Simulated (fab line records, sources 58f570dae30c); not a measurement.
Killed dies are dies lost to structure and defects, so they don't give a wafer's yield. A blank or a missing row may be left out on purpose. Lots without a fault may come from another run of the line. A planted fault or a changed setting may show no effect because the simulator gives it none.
fab line records | flow berkeley_cmos170
record lots=5 wafers=15 last_day=13
route steps=331 shown SACOX@97 SCREENOX@100 NVT@104 PVT@115 GATE@125 FIELD@126
lots that met no fault: from a run of the same line without faults
start_h: hours from the record's first day to the start of the lot's first wafer shown | wait_h: hours since the lot's step before | " the same as in the row above | L1.1+2: a row that stands for several wafers | - no value, or no start given | * or withheld: withheld | < > ~ a bound
route shown NAME@n: a module of which the file shows steps, and the number in the route of the first | usual: mean/standard deviation of fault-free wafers | same: alike in all rows | chamber/n: place in a boat | sites: the reading at each site | _std_site: their standard deviation | _edge_site: outer sites' mean less inner sites' | radius_mm: how far each site lies from the wafer's centre | mask NAME#n: copy n | behind: the tool/chamber that last shaped the wafer | hold: why the lot was held/for how many hours/how that ended | device: the transistor (n, p or np) that didn't switch | end of line: the same wafers' tests at the end of the route | a step without rows: its recipe alone | killed: dies lost to structure and defects at the first sort, not the wafer's yield | map: a wafer's dies, x killed, . not, _ none there
set.NAME: the setting as run; set.NAME@STEP: as run at that earlier step | model.NAME: the simulator's own value behind a step, which no gauge read
lots at some steps of the route; a table a step, a row a wafer
services: from which hour (start_h, from the record's first day; less than 0 if before it) a tool's chamber was out of use, for how many hours, and why
## steps
# step UCB170_SACOX_CLEAN_00
# recipe chemistry=dHF dilution=25:1 time_s=7.5
# columns lot.wafer tool chamber start_h wait_h
L084.1+3+5 wet_bench-03 2 164.18 0.1
L087.2+5+6 wet_bench-02 0 178.01 0.0
L092.1+3+6 wet_bench-02 1 203.16 0.1
L093.2+4+6 wet_bench-02 1 215.19 0.0
L095.2+3+5 wet_bench-02 3 215.19 0.0
# step UCB170_SACOX_OXIDATION_01
# recipe temp_c=900 ambient=O2 target_thk_a=144 ox_time_s=2400
# same ox_time_s=2400
# columns lot.wafer tool chamber start_h wait_h
L084.1+3+5 furnace-01 0 168.90 4.7
L087.2+5+6 furnace-04 0 184.21 6.2
L092.1+3+6 furnace-04 0 207.41 4.2
L093.2+4+6 furnace-04 0 219.93 4.7
L095.2+3+5 furnace-04 0 219.93 4.7
# step UCB170_SACOX_THK_MEAS_02
# recipe reads=SiO2_of_SACOX_OXIDATION_01
# usual SACOX_OXIDE_THK=14.28/0.25
# columns lot.wafer tool chamber start_h wait_h SACOX_OXIDE_THK[nm]
L084.1 film_metro-04 - 170.57 0.0 14.49
L084.3 " - " " 14.61
L084.5 " - " " 14.41
L087.2 film_metro-01 - 185.89 0.0 14.68
L087.5 " - " " 14.32
L087.6 " - " " 14.66
L092.1 film_metro-04 - 209.08 0.0 14.08
L092.3 " - " " 14.25
L092.6 " - " " 14.21
L093.2 film_metro-03 - 221.61 0.0 13.96
L093.4 " - " " 14.07
L093.6 " - " " 14.14
L095.2 film_metro-01 - 221.61 0.0 14.16
L095.3 " - " " 14.05
L095.5 " - " " 14.30
# step UCB170_SCREENOX_WET_ETCH_00
# recipe chemistry=dHF dilution=25:1 target=SiO2 temp_c=25 time_s=200
# columns lot.wafer tool chamber start_h wait_h
L084.1+3+5 wet_bench-02 0 170.89 0.3
L087.2+5+6 wet_bench-02 3 185.94 0.0
L092.1+3+6 wet_bench-02 1 209.31 0.2
L093.2+4+6 wet_bench-03 1 221.66 0.0
L095.2+3+5 wet_bench-03 1 221.66 0.0
# step UCB170_SCREENOX_OXIDATION_01
# recipe temp_c=906.5 ambient=O2 target_thk_a=144 ox_time_s=2400
# same ox_time_s=2400
# columns lot.wafer tool chamber start_h wait_h
L084.1+3+5 furnace-04 0 174.20 3.2
L087.2+5+6 furnace-04 0 189.38 3.4
L092.1+3+6 furnace-04 0 211.91 2.5
L093.2+4+6 furnace-01 0 226.92 5.2
L095.2+3+5 furnace-01 0 226.92 5.2
# step UCB170_SCREENOX_THK_MEAS_02
# recipe reads=SiO2_of_SCREENOX_OXIDATION_01
# usual SCREENOX_OXIDE_THK=15.40/0.22
# columns lot.wafer tool chamber start_h wait_h SCREENOX_OXIDE_THK[nm]
L084.1 film_metro-04 - 175.86 0.0 15.41
L084.3 " - " " 15.60
L084.5 " - " " 15.42
L087.2 film_metro-02 - 191.06 0.0 15.06
L087.5 " - " " 14.97
L087.6 " - " " 15.28
L092.1 film_metro-04 - 213.58 0.0 15.42
L092.3 " - " " 15.66
L092.6 " - " " 15.73
L093.2 film_metro-01 - 228.59 0.0 15.56
L093.4 " - " " 15.41
L093.6 " - " " 15.59
L095.2 film_metro-02 - 228.59 0.0 15.21
L095.3 " - " " 15.65
L095.5 " - " " 15.24
# step UCB170_SCREENOX_ANNEAL_03
# recipe temp_c=900 time_s=900 ambient=N2
# columns lot.wafer tool chamber start_h wait_h
L084.1+3+5 furnace-04 0 182.96 7.1
L087.2+5+6 furnace-02 0 193.73 2.7
L092.1+3+6 furnace-04 0 216.18 2.6
L093.2+4+6 furnace-01 0 233.85 5.2
L095.2+3+5 furnace-01 0 233.85 5.2
# step UCB170_NVT_HMDS_00
# recipe prime_time_s=60 prime_temp_c=100
# usual prime_temp_c=99.99/0.13
# columns lot.wafer tool chamber start_h wait_h prime_temp_c
L084.1 litho_track-02 0 184.43 0.2 99.84
L084.3 " 0 " " 99.99
L084.5 " 0 " " 99.87
L087.2 litho_track-04 0 195.13 0.2 100.14
L087.5 " 0 " " 100.13
L087.6 " 0 " " 100.04
L092.1 litho_track-02 0 217.54 0.1 99.99
L092.3 " 0 " " 99.97
L092.6 " 0 " " 99.98
L093.2 litho_track-04 0 235.12 0.0 99.96
L093.4 " 0 " " 100.19
L093.6 " 0 " " 100.21
L095.2 litho_track-02 0 235.12 0.0 100.05
L095.3 " 0 " " 99.85
L095.5 " 0 " " 99.77
# step UCB170_NVT_COAT_01
# recipe resist=KrF spin_rpm=1500 resist_thk_nm=900
# columns lot.wafer tool chamber start_h wait_h
L084.1+3+5 litho_track-02 0 184.58 0.1
L087.2+5+6 litho_track-04 0 195.28 0.1
L092.1+3+6 litho_track-02 0 217.69 0.1
L093.2+4+6 litho_track-04 0 235.27 0.1
L095.2+3+5 litho_track-02 0 235.27 0.1
# step UCB170_NVT_SOFTBAKE_02
# recipe resist=KrF temp_c=130 time_s=60
# columns lot.wafer tool chamber start_h wait_h
L084.1+3+5 litho_track-02 0 184.73 0.1
L087.2+5+6 litho_track-04 0 195.43 0.1
L092.1+3+6 litho_track-02 0 217.84 0.1
L093.2+4+6 litho_track-04 0 235.42 0.1
L095.2+3+5 litho_track-02 0 235.42 0.1
# step UCB170_NVT_EXPOSE_03
# recipe mask_id=PWELL target_cd_nm=3000 na=0.5 sigma_outer=0.6 source_shape=conventional dose_mj=30
# same na=0.5
# columns lot.wafer tool chamber start_h wait_h mask
L084.1+3+5 krf_scanner-01 0 185.01 0.2 PWELL#0
L087.2+5+6 krf_scanner-01 0 195.70 0.2 PWELL#0
L092.1+3+6 krf_scanner-02 0 217.99 0.1 PWELL#0
L093.2+4+6 krf_scanner-01 0 235.57 0.1 PWELL#0
L095.2+3+5 krf_scanner-02 0 235.81 0.4 PWELL#0
# step UCB170_NVT_PEB_04
# recipe peb_temp_c=130 peb_time_s=withheld resist=KrF
# columns lot.wafer tool chamber start_h wait_h
L084.1+3+5 litho_track-04 0 185.96 0.9
L087.2+5+6 litho_track-02 0 196.72 1.0
L092.1+3+6 litho_track-04 0 218.37 0.4
L093.2+4+6 litho_track-04 0 236.02 0.4
L095.2+3+5 litho_track-02 0 236.02 0.2
# step UCB170_NVT_DEVELOP_05
# recipe developer=TMAH develop_time_s=45 resist=KrF dev_temp_c=21
# columns lot.wafer tool chamber start_h wait_h
L084.1+3+5 litho_track-04 0 - -
L087.2+5+6 litho_track-02 0 - -
L092.1+3+6 litho_track-04 0 - -
L093.2+4+6 litho_track-04 0 - -
L095.2+3+5 litho_track-02 0 - -
# step UCB170_NVT_OVL_MEAS_06
# usual NVT_OVL=-2/5.4
# columns lot.wafer tool chamber start_h wait_h NVT_OVL[nm]
L084.1 overlay-01 - 186.24 - 6
L084.3 " - " " 6
L084.5 " - " " 5
L087.2 overlay-02 - 196.98 - -9
L087.5 " - " " -6
L087.6 " - " " -5
L092.1 overlay-01 - 218.64 - -5
L092.3 " - " " -7
L092.6 " - " " -5
L093.2 overlay-01 - 236.28 - 2
L093.4 " - " " -5
L093.6 " - " " 2
L095.2 overlay-02 - 236.28 - -1
L095.3 " - " " -8
L095.5 " - " " -4
# step UCB170_NVT_IMPLANT_07
# recipe species=BF2 dose_cm2=3e+12 energy_kev=50 tilt_deg=7
# usual tilt_deg=6.997/0.021
# columns lot.wafer tool chamber start_h wait_h tilt_deg
L084.1 implanter-02 0 186.27 0.0 6.977
L084.3 " 0 " " 6.996
L084.5 " 0 " " 6.974
L087.2 implanter-01 0 197.03 0.0 6.967
L087.5 " 0 " " 6.998
L087.6 " 0 " " 6.982
L092.1 implanter-02 0 218.68 0.0 6.983
L092.3 " 0 " " 6.993
L092.6 " 0 " " 7.000
L093.2 implanter-02 0 236.33 0.0 7.023
L093.4 " 0 " " 6.952
L093.6 " 0 " " 6.992
L095.2 implanter-01 0 236.33 0.0 7.010
L095.3 " 0 " " 7.011
L095.5 " 0 " " 7.025
# step UCB170_NVT_STRIP_08
# recipe chemistry=O2 power_w=400 pressure_mtorr=3500 platen_temp_c=withheld o2_flow_sccm=400 overash_fraction=0.5
# usual drypump_motor_current_A=6.00/0.27 oes_product_au=0.734/0.0041 strip_time_to_endpoint_s=21.61/0.062
# columns lot.wafer tool chamber start_h wait_h drypump_motor_current_A oes_product_au rf_hours_counter_h strip_time_to_endpoint_s
L084.1 plasma_asher-01 0 186.42 0.1 6.33 0.734 35 21.56
L084.3 " 1 " " 5.75 0.730 - 21.54
L084.5 " 0 " " 6.32 0.729 - 21.59
L087.2 plasma_asher-04 0 197.16 0.1 6.18 0.735 45 21.52
L087.5 " 1 " " 6.06 0.737 - 21.50
L087.6 " 0 " " 6.18 0.736 - 21.52
L092.1 plasma_asher-01 0 218.83 0.1 6.36 0.728 39 21.66
L092.3 " 0 " " 6.39 0.727 - 21.58
L092.6 " 1 " " 5.72 0.731 - 21.71
L093.2 plasma_asher-04 0 236.46 0.1 6.19 0.736 50 21.59
L093.4 " 0 " " 6.20 0.732 - 21.60
L093.6 " 1 " " 6.09 0.729 - 21.56
L095.2 plasma_asher-03 0 236.46 0.1 6.15 0.731 54 21.64
L095.3 " 1 " " 5.61 0.725 - 21.63
L095.5 " 0 " " 6.15 0.736 - 21.64
# step UCB170_NVT_TW_MEAS_09
# usual NVT_TW=526.4/2.9
# columns lot.wafer tool chamber start_h wait_h NVT_TW
L084.1 film_metro-01 - 186.52 0.1 530.8
L084.3 " - " " 530.0
L084.5 " - " " 530.0
L087.2 film_metro-01 - 197.27 0.1 527.4
L087.5 " - " " 525.7
L087.6 " - " " 528.0
L092.1 film_metro-02 - 218.93 0.1 524.5
L092.3 " - " " 525.3
L092.6 " - " " 525.1
L093.2 film_metro-02 - 236.57 0.1 521.9
L093.4 " - " " 522.6
L093.6 " - " " 524.2
L095.2 film_metro-03 - 236.57 0.1 523.4
L095.3 " - " " 523.7
L095.5 " - " " 524.3
# step UCB170_NVT_CLEAN_10
# recipe chemistry=SPM temp_c=120 time_s=600
# usual bath_guard_temp_C=120.1/0.37
# columns lot.wafer tool chamber start_h wait_h bath_guard_temp_C
L084.1 wet_bench-03 1 186.58 0.1 119.9
L084.3 " 1 " " 119.8
L084.5 " 1 " " 119.9
L087.2 wet_bench-01 0 197.45 0.2 120.7
L087.5 " 0 " " 120.7
L087.6 " 0 " " 120.4
L092.1 wet_bench-03 3 219.45 0.5 120.1
L092.3 " 3 " " 120.0
L092.6 " 3 " " 120.0
L093.2 wet_bench-01 2 236.62 0.0 119.9
L093.4 " 2 " " 119.8
L093.6 " 2 " " 119.9
L095.2 wet_bench-01 2 236.62 0.0 119.9
L095.3 " 2 " " 120.1
L095.5 " 2 " " 120.1
# step UCB170_PVT_HMDS_00
# recipe prime_time_s=60 prime_temp_c=100
# usual prime_temp_c=100.01/0.14
# columns lot.wafer tool chamber start_h wait_h prime_temp_c
L084.1 litho_track-04 0 187.59 0.8 100.05
L084.3 " 0 " " 100.02
L084.5 " 0 " " 100.29
L087.2 litho_track-01 0 198.03 0.4 100.08
L087.5 " 0 " " 100.17
L087.6 " 0 " " 99.97
L092.1 litho_track-01 0 219.63 0.0 99.81
L092.3 " 0 " " 99.81
L092.6 " 0 " " 99.85
L093.2 litho_track-03 0 236.82 0.0 99.94
L093.4 " 0 " " 100.05
L093.6 " 0 " " 100.28
L095.2 litho_track-01 0 236.95 0.2 99.95
L095.3 " 0 " " 99.82
L095.5 " 0 " " 100.00
# step UCB170_PVT_COAT_01
# recipe resist=KrF spin_rpm=1500 resist_thk_nm=900
# columns lot.wafer tool chamber start_h wait_h
L084.1+3+5 litho_track-04 0 187.74 0.1
L087.2+5+6 litho_track-01 0 198.18 0.1
L092.1+3+6 litho_track-01 0 219.78 0.1
L093.2+4+6 litho_track-03 0 236.97 0.1
L095.2+3+5 litho_track-01 0 237.10 0.1
# step UCB170_PVT_SOFTBAKE_02
# recipe resist=KrF temp_c=130 time_s=60
# columns lot.wafer tool chamber start_h wait_h
L084.1+3+5 litho_track-04 0 187.89 0.1
L087.2+5+6 litho_track-01 0 198.33 0.1
L092.1+3+6 litho_track-01 0 219.93 0.1
L093.2+4+6 litho_track-03 0 237.12 0.1
L095.2+3+5 litho_track-01 0 237.25 0.1
# step UCB170_PVT_EXPOSE_03
# recipe mask_id=NWELL target_cd_nm=3000 na=0.5 sigma_outer=0.6 source_shape=conventional dose_mj=30
# same na=0.5
# columns lot.wafer tool chamber start_h wait_h mask
L084.1+3+5 krf_scanner-02 0 188.16 0.2 NWELL#0
L087.2+5+6 krf_scanner-02 0 198.48 0.1 NWELL#0
L092.1+3+6 krf_scanner-01 0 220.31 0.4 NWELL#0
L093.2+4+6 krf_scanner-02 0 237.26 0.1 NWELL#0
L095.2+3+5 krf_scanner-01 0 237.52 0.2 NWELL#0
# step UCB170_PVT_PEB_04
# recipe peb_temp_c=130 peb_time_s=withheld resist=KrF
# columns lot.wafer tool chamber start_h wait_h
L084.1+3+5 litho_track-03 0 188.66 0.5
L087.2+5+6 litho_track-03 0 199.36 0.9
L092.1+3+6 litho_track-04 0 220.43 0.1
L093.2+4+6 litho_track-01 0 237.85 0.6
L095.2+3+5 litho_track-01 0 238.12 0.6
# step UCB170_PVT_DEVELOP_05
# recipe developer=TMAH develop_time_s=45 resist=KrF dev_temp_c=21
# columns lot.wafer tool chamber start_h wait_h
L084.1+3+5 litho_track-03 0 - -
L087.2+5+6 litho_track-03 0 - -
L092.1+3+6 litho_track-04 0 - -
L093.2+4+6 litho_track-01 0 - -
L095.2+3+5 litho_track-01 0 - -
# step UCB170_PVT_OVL_MEAS_06
# usual PVT_OVL=0/6.2
# columns lot.wafer tool chamber start_h wait_h PVT_OVL[nm]
L084.1 overlay-01 - 188.94 - -7
L084.3 " - " " -1
L084.5 " - " " -8
L087.2 overlay-01 - 199.62 - 2
L087.5 " - " " -10
L087.6 " - " " 1
L092.1 overlay-02 - 220.71 - -10
L092.3 " - " " -6
L092.6 " - " " 2
L093.2 overlay-02 - 238.10 - -3
L093.4 " - " " -8
L093.6 " - " " -8
L095.2 overlay-01 - 238.38 - -5
L095.3 " - " " 0
L095.5 " - " " 1
# step UCB170_PVT_IMPLANT_07
# recipe species=P dose_cm2=1.978e+12 energy_kev=30 tilt_deg=7
# usual tilt_deg=7.001/0.019
# columns lot.wafer tool chamber start_h wait_h tilt_deg
L084.1 implanter-01 0 188.98 0.0 7.021
L084.3 " 0 " " 7.007
L084.5 " 0 " " 7.006
L087.2 implanter-02 0 199.67 0.0 7.015
L087.5 " 0 " " 6.984
L087.6 " 0 " " 6.968
L092.1 implanter-01 0 220.74 0.0 7.029
L092.3 " 0 " " 7.044
L092.6 " 0 " " 7.023
L093.2 implanter-02 0 238.16 0.0 7.015
L093.4 " 0 " " 7.010
L093.6 " 0 " " 7.001
L095.2 implanter-01 0 238.43 0.0 6.980
L095.3 " 0 " " 6.993
L095.5 " 0 " " 6.999
# step UCB170_PVT_STRIP_08
# recipe chemistry=O2 power_w=400 pressure_mtorr=3500 platen_temp_c=withheld o2_flow_sccm=400 overash_fraction=0.5
# usual drypump_motor_current_A=5.95/0.24 oes_product_au=0.734/0.0048 strip_time_to_endpoint_s=21.61/0.054
# columns lot.wafer tool chamber start_h wait_h drypump_motor_current_A oes_product_au rf_hours_counter_h strip_time_to_endpoint_s
L084.1 plasma_asher-02 1 189.13 0.1 5.75 0.736 10 21.62
L084.3 " 0 " " 5.71 0.728 - 21.60
L084.5 " 1 " " 5.74 0.730 - 21.64
L087.2 plasma_asher-04 0 199.80 0.1 6.18 0.742 46 21.76
L087.5 " 1 " " 6.06 0.730 - 21.72
L087.6 " 0 " " 6.19 0.732 - 21.73
L092.1 plasma_asher-02 1 220.89 0.1 5.74 0.729 13 21.67
L092.3 " 1 " " 5.74 0.735 - 21.60
L092.6 " 1 " " 5.76 0.733 - 21.62
L093.2 plasma_asher-02 0 238.28 0.1 5.73 0.728 15 21.66
L093.4 " 0 " " 5.73 0.731 - 21.59
L093.6 " 1 " " 5.74 0.737 - 21.64
L095.2 plasma_asher-01 1 238.56 0.1 5.76 0.746 42 21.57
L095.3 " 0 " " 6.32 0.739 - 21.56
L095.5 " 1 " " 5.77 0.733 - 21.59
# step UCB170_PVT_TW_MEAS_09
# usual PVT_TW=507.2/2.3
# columns lot.wafer tool chamber start_h wait_h PVT_TW
L084.1 film_metro-02 - 189.23 0.1 508.4
L084.3 " - " " 509.0
L084.5 " - " " 508.8
L087.2 film_metro-04 - 199.91 0.1 508.1
L087.5 " - " " 505.5
L087.6 " - " " 506.0
L092.1 film_metro-02 - 220.99 0.1 505.0
L092.3 " - " " 509.3
L092.6 " - " " 506.7
L093.2 film_metro-03 - 238.39 0.1 505.1
L093.4 " - " " 506.2
L093.6 " - " " 507.4
L095.2 film_metro-04 - 238.67 0.1 505.6
L095.3 " - " " 506.9
L095.5 " - " " 506.4
# step UCB170_GATE_WET_ETCH_00
# recipe chemistry=dHF dilution=25:1 target=SiO2 temp_c=25 time_s=200
# columns lot.wafer tool chamber start_h wait_h
L084.1+3+5 wet_bench-02 3 190.90 1.7
L087.2+5+6 wet_bench-02 3 199.96 0.0
L092.1+3+6 wet_bench-02 2 221.05 0.1
L093.2+4+6 wet_bench-04 3 238.54 0.1
L095.2+3+5 wet_bench-04 1 238.72 0.0
# step UCB170_FIELD_THK_MEAS_91
# recipe reads=SiO2_of_FIELD_OXIDATION_01
# usual FIELD_OXIDE_LEFT_2_THK=350/8.4
# columns lot.wafer tool chamber start_h wait_h FIELD_OXIDE_LEFT_2_THK[nm]
L084.1 film_metro-03 - 190.96 0.0 359
L084.3 " - " " 360
L084.5 " - " " 354
L087.2 film_metro-03 - 200.03 0.0 356
L087.5 " - " " 362
L087.6 " - " " 346
L092.1 film_metro-02 - 221.12 0.0 349
L092.3 " - " " 353
L092.6 " - " " 361
L093.2 film_metro-03 - 238.61 0.0 344
L093.4 " - " " 333
L093.6 " - " " 341
L095.2 film_metro-03 - 238.79 0.0 354
L095.3 " - " " 347
L095.5 " - " " 356
# step UCB170_GATE_OXIDATION_01
# recipe temp_c=850 ambient=O2 target_thk_a=66 ox_time_s=1800
# same ox_time_s=1800
# columns lot.wafer tool chamber start_h wait_h
L084.1+3+5 furnace-04 0 193.55 2.6
L087.2+5+6 furnace-02 0 204.89 4.9
L092.1+3+6 furnace-04 0 226.88 5.7
L093.2+4+6 furnace-04 0 242.06 3.4
L095.2+3+5 furnace-04 0 242.06 3.3
# step UCB170_GATE_THK_MEAS_02
# recipe reads=SiO2_of_GATE_OXIDATION_01
# usual GATE_OXIDE_THK=6.52/0.14
# columns lot.wafer tool chamber start_h wait_h GATE_OXIDE_THK[nm]
L084.1 film_metro-01 - 195.09 0.0 6.45
L084.3 " - " " 6.32
L084.5 " - " " 6.40
L087.2 film_metro-03 - 206.40 0.0 6.71
L087.5 " - " " 6.59
L087.6 " - " " 6.60
L092.1 film_metro-03 - 228.38 0.0 6.61
L092.3 " - " " 6.68
L092.6 " - " " 6.44
L093.2 film_metro-03 - 243.57 0.0 6.60
L093.4 " - " " 6.44
L093.6 " - " " 6.48
L095.2 film_metro-01 - 243.57 0.0 6.76
L095.3 " - " " 6.79
L095.5 " - " " 6.55
# step UCB170_GATE_ANNEAL_03
# recipe temp_c=900 time_s=1800 ambient=N2
# columns lot.wafer tool chamber start_h wait_h
L084.1+3+5 furnace-04 0 199.23 4.1
L087.2+5+6 furnace-04 0 209.08 2.7
L092.1+3+6 furnace-02 0 233.11 4.7
L093.2+4+6 furnace-02 0 247.21 3.6
L095.2+3+5 furnace-02 0 247.21 3.6
# step UCB170_GATE_CVD_04
# recipe material=poly-Si temp_c=610 precursor=SiH4 time_s=1440 pressure_mtorr=375 target_thk_nm=214 sih4_flow_sccm=120
# columns lot.wafer tool chamber start_h wait_h
L084.1+3+5 lpcvd-02 0 200.73 0.0
L087.2+5+6 lpcvd-01 1 210.58 0.0
L092.1+3+6 lpcvd-01 1 235.18 0.6
L093.2+4+6 lpcvd-01 0 252.06 3.3
L095.2+3+5 lpcvd-01 0 252.06 3.3
# step UCB170_GATE_THK_MEAS_05
# recipe reads=poly-Si_of_GATE_CVD_04
# usual GATE_POLY_THK=213.1/2.2
# columns lot.wafer tool chamber start_h wait_h GATE_POLY_THK[nm]
L084.1 film_metro-04 - 202.13 0.0 214.2
L084.3 " - " " 215.0
L084.5 " - " " 213.6
L087.2 film_metro-01 - 211.99 0.0 210.1
L087.5 " - " " 212.5
L087.6 " - " " 213.8
L092.1 film_metro-01 - 237.28 0.0 214.1
L092.3 " - " " 213.7
L092.6 " - " " 212.3
L093.2 film_metro-03 - 253.47 0.0 212.9
L093.4 " - " " 213.6
L093.6 " - " " 213.0
L095.2 film_metro-01 - 253.47 0.0 211.4
L095.3 " - " " 211.3
L095.5 " - " " 210.6
# step UCB170_GATE_COAT_06
# recipe resist=BARC temp_c=withheld time_s=withheld spin_rpm=3000 resist_thk_nm=withheld
# columns lot.wafer tool chamber start_h wait_h
L084.1+3+5 litho_track-04 0 202.19 0.1
L087.2+5+6 litho_track-02 0 212.37 0.4
L092.1+3+6 litho_track-02 0 237.79 0.5
L095.2+3+5 litho_track-04 0 253.55 0.1
L093.2+4+6 litho_track-02 0 253.71 0.2
# step UCB170_GATE_COAT_07
# recipe resist=KrF spin_rpm=1500 resist_thk_nm=900
# columns lot.wafer tool chamber start_h wait_h
L084.1+3+5 litho_track-04 0 - -
L087.2+5+6 litho_track-02 0 - -
L092.1+3+6 litho_track-02 0 - -
L095.2+3+5 litho_track-04 0 - -
L093.2+4+6 litho_track-02 0 - -
# step UCB170_GATE_SOFTBAKE_08
# recipe resist=KrF temp_c=130 time_s=60
# columns lot.wafer tool chamber start_h wait_h
L084.1+3+5 litho_track-04 0 - -
L087.2+5+6 litho_track-02 0 - -
L092.1+3+6 litho_track-02 0 - -
L095.2+3+5 litho_track-04 0 - -
L093.2+4+6 litho_track-02 0 - -
# step UCB170_GATE_EXPOSE_09
# recipe mask_id=POLY target_cd_nm=350 na=0.5 sigma_outer=0.6 source_shape=conventional dose_mj=21
# same na=0.5
# columns lot.wafer tool chamber start_h wait_h mask
L084.1+3+5 krf_scanner-02 0 202.64 - POLY#0
L087.2+5+6 krf_scanner-01 0 212.98 - POLY#0
L092.1+3+6 krf_scanner-02 0 238.61 - POLY#0
L095.2+3+5 krf_scanner-01 0 254.12 - POLY#0
L093.2+4+6 krf_scanner-02 0 254.36 - POLY#0
# step UCB170_GATE_PEB_10
# recipe peb_temp_c=130 peb_time_s=withheld resist=KrF
# columns lot.wafer tool chamber start_h wait_h
L084.1+3+5 litho_track-03 0 202.76 0.1
L087.2+5+6 litho_track-03 0 213.64 0.6
L092.1+3+6 litho_track-04 0 238.82 0.2
L095.2+3+5 litho_track-04 0 254.90 0.8
L093.2+4+6 litho_track-02 0 255.06 0.7
# step UCB170_GATE_DEVELOP_11
# recipe developer=TMAH develop_time_s=45 resist=KrF dev_temp_c=21
# columns lot.wafer tool chamber start_h wait_h
L084.1+3+5 litho_track-03 0 - -
L087.2+5+6 litho_track-03 0 - -
L092.1+3+6 litho_track-04 0 - -
L095.2+3+5 litho_track-04 0 - -
L093.2+4+6 litho_track-02 0 - -
# step UCB170_GATE_CD_MEAS_12
# recipe target_cd_nm=350
# usual cd_nm=349.7/1.3
# columns lot.wafer tool chamber start_h wait_h cd_nm
L084.1 cd_sem-02 - 203.03 - 348.8
L084.3 " - " " 347.2
L084.5 " - " " 350.0
L087.2 cd_sem-02 - 213.91 - 349.8
L087.5 " - " " 349.3
L087.6 " - " " 350.0
L092.1 cd_sem-01 - 239.10 - 348.2
L092.3 " - " " 348.7
L092.6 " - " " 348.6
L095.2 cd_sem-01 - 255.17 - 350.5
L095.3 " - " " 351.5
L095.5 " - " " 351.7
L093.2 cd_sem-02 - 255.33 - 350.6
L093.4 " - " " 350.8
L093.6 " - " " 350.9
# step UCB170_GATE_OVL_MEAS_13
# usual GATE_OVL=0/4.9
# columns lot.wafer tool chamber start_h wait_h GATE_OVL[nm]
L084.1 overlay-02 - 203.15 0.1 -3
L084.3 " - " " -1
L084.5 " - " " 6
L087.2 overlay-01 - 214.02 0.1 -9
L087.5 " - " " -8
L087.6 " - " " -5
L092.1 overlay-01 - 239.22 0.1 -8
L092.3 " - " " -3
L092.6 " - " " -7
L095.2 overlay-02 - 255.27 0.1 -6
L095.3 " - " " -5
L095.5 " - " " -2
L093.2 overlay-02 - 255.43 0.1 -1
L093.4 " - " " 1
L093.6 " - " " 1
# step UCB170_GATE_ETCH_14
# recipe chemistry=N2/H2 target_depth_a=withheld overetch_a=withheld target=BARC time_s=withheld source_w=500 bias_w=100 pressure_mtorr=30 n2_flow_sccm=100 h2_flow_sccm=200
# usual drypump_motor_current_A=5.7/0.56 oes_product_au=0.994/0.026 throttle_valve_pct=13.28/0.19
# columns lot.wafer tool chamber start_h wait_h drypump_motor_current_A oes_product_au throttle_valve_pct
L084.1 rie_diel-01 3 203.19 0.0 4.9 0.997 13.17
L084.3 " 2 " " 5.8 1.020 12.94
L084.5 " 2 " " 5.8 1.016 12.94
L087.2 rie_diel-03 2 214.05 0.0 6.4 0.959 13.48
L087.5 " 0 " " 5.5 0.990 13.32
L087.6 " 1 " " 5.2 1.035 13.27
L092.1 rie_diel-01 1 239.25 0.0 4.9 1.013 13.47
L092.3 " 0 " " 5.9 0.979 13.25
L092.6 " 1 " " 5.0 1.007 13.49
L095.2 rie_diel-01 0 255.30 0.0 5.9 0.983 13.27
L095.3 " 2 " " 5.8 1.027 12.96
L095.5 " 3 " " 4.9 0.985 13.18
L093.2 rie_diel-03 2 255.46 0.0 6.4 0.975 13.47
L093.4 " 3 " " 5.9 0.946 13.33
L093.6 " 2 " " 6.4 0.963 13.47
# step UCB170_GATE_ETCH_15
# recipe chemistry=HBr/Cl2 target=poly-Si stop_on=SiO2 over_etch_frac=0.3 icp_w=300 bias_w=150 time_s=56.3 pressure_mtorr=15 HBr_flow_sccm=150 Cl2_flow_sccm=50 target_depth_a=2782
# usual bias_w=150.0/0.47 drypump_motor_current_A=5.5/0.42 oes_product_au=0.826/0.014 throttle_valve_pct=26.54/0.17
# columns lot.wafer tool chamber start_h wait_h bias_w drypump_motor_current_A oes_product_au rf_hours_counter_h throttle_valve_pct
L084.1 rie_si-02 2 203.23 - 149.5 5.2 0.820 1 26.61
L084.3 " 1 " " 149.4 5.0 0.831 1 26.50
L084.5 " 3 " " 150.1 5.0 0.829 - 26.40
L087.2 rie_si-01 0 214.09 - 150.0 5.4 0.813 2 26.32
L087.5 " 3 " " 150.9 5.8 0.806 - 26.83
L087.6 " 2 " " 150.7 5.3 0.831 - 26.50
L092.1 rie_si-02 2 239.30 - 149.9 5.3 0.818 1 26.63
L092.3 " 0 " " 149.3 6.1 0.844 27 26.42
L092.6 " 2 " " 150.4 5.2 0.823 - 26.62
L095.2 rie_si-01 2 255.34 - 150.7 5.3 0.820 46 26.50
L095.3 " 0 " " 149.3 5.3 0.821 2 26.32
L095.5 " 3 " " 150.3 5.8 0.805 - 26.86
L093.2 rie_si-02 2 255.51 - 150.5 5.2 0.824 1 26.62
L093.4 " 0 " " 150.9 6.1 0.857 27 26.41
L093.6 " 0 " " 150.3 6.1 0.850 - 26.43
## services
# columns tool chamber start_h hours kind
wet_bench-01 - 158.58 1.9 pm
lpcvd-01 - 160.36 1.6 repair
krf_scanner-02 - 170.67 1.3 pm
rie_diel-01 0 176.75 - clean
rie_diel-01 0 176.75 19.8 scheduled_down
rie_diel-01 0 176.75 19.8 vent_cycle
implanter-02 - 180.71 4.1 pm
implanter-01 - 183.65 1.3 repair
plasma_asher-02 - 197.48 2.8 pm
krf_scanner-02 0 200.48 - calibration
krf_scanner-02 - 204.70 4.4 pm
krf_scanner-02 - 212.10 0.9 repair
implanter-01 - 217.69 2.0 repair
krf_scanner-02 - 219.28 0.8 pm
krf_scanner-02 - 220.03 4.0 pm
krf_scanner-02 - 225.03 2.6 repair
furnace-01 - 230.08 2.5 pm
lpcvd-02 - 236.22 14.6 pm
plasma_asher-04 - 244.26 7.3 repair
krf_scanner-02 - 247.25 1.2 repair
rie_diel-01 1 254.76 11.1 repair
rie_diel-03 1 255.10 - clean
rie_diel-03 1 255.10 18.6 scheduled_down
rie_diel-03 1 255.10 18.6 vent_cycle
## key
fault none
